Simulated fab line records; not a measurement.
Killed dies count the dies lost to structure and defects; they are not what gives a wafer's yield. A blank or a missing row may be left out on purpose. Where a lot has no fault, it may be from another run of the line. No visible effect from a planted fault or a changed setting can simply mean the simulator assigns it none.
Problem report, 8D (eight disciplines) form, completed by code	flow berkeleyCmos170	the parts of the form that need people (team, actions taken, sign-off) are left out

## 1. THE PROBLEM
oesProductAu at UCB170_M3_STRIP_19 reads a mean of 0.673 a.u. on 2 wafers of 2 lots; wafers without a fault read 0.547 a.u. with a standard deviation of 0.014. That is +9.0 standard deviations from the usual mean.
The step: strips in O2.
Earliest sighting: wafer L794.5 on plasmaAsher-03 at day 10 14:31. At this step, 42 wafers from 14 lots have a number in the record. By rule, "out" or "out of limits" means more than 4 standard deviations away from the usual mean. Any other wafer with a number is counted as sound.

## 2. WHAT IT IS AND WHAT IT IS NOT
question	is	is not
which readings at this step	oesProductAu	drypumpMotorCurrentA
which lots	L794, L796	L786, L787, L788, L789, L790, L799, L800, L805, L806, L807, L808, L809
which wafers of those lots	L794.5, L796.6	L794.2, L794.6, L796.2, L796.4
read on which tools	plasmaAsher-01, plasmaAsher-03	plasmaAsher-02
when	from day 10 14:31	up to then (17 sound wafers); but 23 sound wafers of L796, L799, L800, L805, L806, L807, L808, L809 came after

## 3. SUSPECTS, AND WHAT RULES EACH OUT
Counting: if a tool at a process step up to the reading ran every lot that is out, it stays a suspect. Sound lots after the first of them don't rule it out here, since some wafers of a struck lot are sound.
- rieMetal-04 at UCB170_M3_METAL_ETCH_18 (etches Al in Cl2/BCl3, stops on SiO2, target depth 1170 nm, time 195 s): kept. Every lot that is out went through it, the first being L794 (day 10 14:19); the last sound lot it ran before that was L789 (day 9 21:00).
- Within rieMetal-04 at UCB170_M3_METAL_ETCH_18: the wafers that are out ran in chamber 1; their sound lot-mates ran in chamber 0.
The count leaves rieMetal-04 at UCB170_M3_METAL_ETCH_18.

## 4. THE CAUSE (what the simulator had put in)
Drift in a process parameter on rieMetal-04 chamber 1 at UCB170_M3_METAL_ETCH_18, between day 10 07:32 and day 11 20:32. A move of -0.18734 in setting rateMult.
The count eliminated every tool but this one.

## 5. SEQUENCE OF EFFECTS, ordered by route
Each row: a reading where the mean over the struck wafers with a number is more than 3 standard deviations away from the usual. Readings are gone through only where the record gives a usual standard deviation; hours: the median, over the lots, of the time from a lot's start at the first step in this table giving one to that lot's start at this step; sigmas: the change measured in usual standard deviations.
hours	step	reading	usual	on struck wafers	change	sigmas
0	UCB170_M3_STRIP_19	oesProductAu	0.547 a.u.	0.673	+0.126	+9.0
Its process steps:
- UCB170_M3_STRIP_19: strips in O2.

## 6. HOW IT WOULD HAVE BEEN CAUGHT EARLIER
First out-of-limits reading in this record: day 10 14:31, which is 7 hours after fault onset at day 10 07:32.
No tool reading at UCB170_M3_METAL_ETCH_18 that has a usual standard deviation in the record was out on any struck wafer, so an alarm limit of 4 standard deviations on those readings would not have fired.
L796, from the lots that are out (2), started UCB170_M3_METAL_ETCH_18 on rieMetal-04 later than day 10 14:31. It would have been spared by a hold on the tool at that moment.
